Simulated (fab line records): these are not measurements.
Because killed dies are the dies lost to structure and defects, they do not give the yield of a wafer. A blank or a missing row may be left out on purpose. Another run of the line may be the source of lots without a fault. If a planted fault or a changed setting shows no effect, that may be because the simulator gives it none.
A single fault, viewed from 2 desks :: flow berkeley_cmos170 :: each desk holds nothing but its own numbers, with what lay behind them at the end

## AT THE METROLOGY DESK
What the gauges read for every lot (on any tool): the sampled wafers with a number, averaged. If a lot's mean is further than 4 standard deviations from the usual mean, the lot is out of limits and carries the mark OUT (the distance appears in the brackets).
Columns: A = cd_nm at UCB170_GATE_CD_MEAS_12, usual 349.9 nm
lot: L110
first seen here: day 6 03:40
A: 348.6

lot: L114
first seen here: day 7 05:46
A: 352.2

lot: L113
first seen here: day 7 05:57
A: 351.5

lot: L117
first seen here: day 8 02:28
A: 350.9

lot: L116
first seen here: day 8 02:46
A: 351.3

lot: L118
first seen here: day 8 18:22
A: 350.0

lot: L120
first seen here: day 8 19:26
A: 349.8

lot: L122
first seen here: day 9 01:16
A: 350.6

lot: L127
first seen here: day 9 16:47
A: 349.4

lot: L124
first seen here: day 9 17:13
A: 348.3

lot: L129
first seen here: day 10 07:26
A: 348.3

lot: L131
first seen here: day 10 07:46
A: 349.1

lot: L130
first seen here: day 10 10:20
A: 350.5

lot: L132
first seen here: day 10 11:04
A: 349.9
This desk's finding: nothing out of limits on any of the 14 lots.

## DESK OF THE TOOL OWNER: rie_diel-01
The tool's own readings at UCB170_V1_ETCH_14 (etches SiO2 in CHF3/CF4/Ar, stops on Al, target depth 1250 nm, time 291 s): means of the sampled wafers that have a number, for each lot that ran on this tool. If a lot's mean is further than 4 standard deviations from the usual mean, the lot is out of limits and carries the mark OUT (the distance appears in the brackets).
Columns: A = cf4_flow_sccm at UCB170_V1_ETCH_14, usual 15.00 sccm; B = drypump_motor_current_A at UCB170_V1_ETCH_14, usual 5.9 A; C = oes_product_au at UCB170_V1_ETCH_14, usual 0.867 a.u.; D = run_length_s at UCB170_V1_ETCH_14, usual 319.4 s; E = throttle_valve_pct at UCB170_V1_ETCH_14, usual 6.91 %
lot: L110
first seen here: day 7 11:04
A: 15.03
B: 6.1
C: 0.868
D: 319.2
E: 6.87

lot: L113
first seen here: day 8 11:32
A: 14.98
B: 5.9
C: 0.863
D: 319.2
E: 6.97

lot: L127
first seen here: day 11 06:55
A: 15.02
B: 6.0
C: 0.823 (-4.4) OUT
D: 349.7 (+63) OUT
E: 6.97

lot: L124
first seen here: day 11 07:24
A: 15.01
B: 6.2
C: 0.834
D: 349.5 (+63) OUT
E: 6.90
This desk's verdict: out of limits on L124, L127, starting with L127 at day 11 06:55 (oes_product_au at UCB170_V1_ETCH_14). L110, L113 stayed within limits.

## ALL TOGETHER
The tool owner's desk had the chance to raise an alarm at day 11 06:55 on L124, L127.
At the metrology desk, nothing out of limits was observed.
The metrology desk holds a record of L124, L127, inside its limits.
Every lot named ran UCB170_V1_ETCH_14 on rie_diel-01.

## WHAT HAD BEEN PUT IN BY THE SIMULATOR
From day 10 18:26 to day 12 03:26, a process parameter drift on rie_diel-01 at UCB170_V1_ETCH_14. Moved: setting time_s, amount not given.
Shown lots that were struck: L124, L127.
How many hours passed from the start of the fault until each desk's first out-of-limits reading: the tool owner's desk, 12.
